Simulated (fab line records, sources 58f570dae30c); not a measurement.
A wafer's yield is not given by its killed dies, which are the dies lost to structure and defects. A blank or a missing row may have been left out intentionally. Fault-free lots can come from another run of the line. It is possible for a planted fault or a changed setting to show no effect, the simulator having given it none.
Which of the tools did it? / flow berkeleyCmos170 / 7 lots with 21 wafers sampled at 2 steps, on a route of 331 steps

== WHAT THE GAUGES SHOWED, per wafer ==
UCB170_GATE_THK_MEAS_05.
lot=L215; measured=day 7 22:41; on=filmMetro-02; GATE_POLY_THK (nm)=218.2 218.5 218.2
lot=L221; measured=day 9 15:32; on=filmMetro-03; GATE_POLY_THK (nm)=213.3 213.9 214.1
lot=L225; measured=day 11 05:22; on=filmMetro-04; GATE_POLY_THK (nm)=146.0 146.8 146.1
lot=L229; measured=day 11 19:16; on=filmMetro-02; GATE_POLY_THK (nm)=212.4 211.6 210.7
lot=L228; measured=day 11 19:16; on=filmMetro-04; GATE_POLY_THK (nm)=214.6 213.7 215.3
lot=L233; measured=day 12 19:41; on=filmMetro-04; GATE_POLY_THK (nm)=213.2 212.1 213.8
lot=L235; measured=day 13 09:05; on=filmMetro-03; GATE_POLY_THK (nm)=211.4 214.1 212.1

== WHICH TOOL RAN EACH LOT (tool, then ch and the chambers of the sampled wafers, then the start) ==
lot=L215; UCB170_GATE_CVD_04=lpcvd-01 ch 1, day 7 21:16
lot=L221; UCB170_GATE_CVD_04=lpcvd-01 ch 1, day 9 14:08
lot=L225; UCB170_GATE_CVD_04=lpcvd-01 ch 1, day 11 03:58
lot=L229; UCB170_GATE_CVD_04=lpcvd-02 ch 1, day 11 17:52
lot=L228; UCB170_GATE_CVD_04=lpcvd-02 ch 0, day 11 17:52
lot=L233; UCB170_GATE_CVD_04=lpcvd-02 ch 1, day 12 18:17
lot=L235; UCB170_GATE_CVD_04=lpcvd-02 ch 1, day 13 07:41
- UCB170_GATE_CVD_04: deposits poly-Si from SiH4, time 1440 s, target thk 214 nm.

== THE ANSWER, worked out from the rows above alone ==
Rule: usual is defined by the lots themselves. Put in order of their means at a reading, lots are off if they are a third of the lots or fewer, leave a main group of 4 or more, and stand apart from it by a gap of 3 or more times the standard deviation of the main group's means; of several such gaps the widest counts. A main group is skipped when, at the precision printed for the reading in the tables above, its means are all equal. A lot without any number at a reading at which 4 lots or more have one is off too. Any other lot the step has rows for is counted as sound.
Off: at UCB170_GATE_THK_MEAS_05 (GATE_POLY_THK), L225. The main group has a mean of 214.0 nm with a standard deviation of 2.2.
If a tool, at a process step before that reading, ran all the lots that are off and no sound lot after the first of them, it fits. The gauges at UCB170_GATE_THK_MEAS_05 are tried like those tools. One fits: lpcvd-01 at UCB170_GATE_CVD_04. Its last sound lot is L221 (day 9 14:08), its first lot that is off L225 (day 11 03:58): a fault that began between those two fits.

== WHAT WAS PUT IN BY THE SIMULATOR ==
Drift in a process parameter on lpcvd-01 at UCB170_GATE_CVD_04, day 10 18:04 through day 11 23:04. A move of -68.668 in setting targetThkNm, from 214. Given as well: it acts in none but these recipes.
Lots struck among those shown: L225. This agrees with what the rule above found.
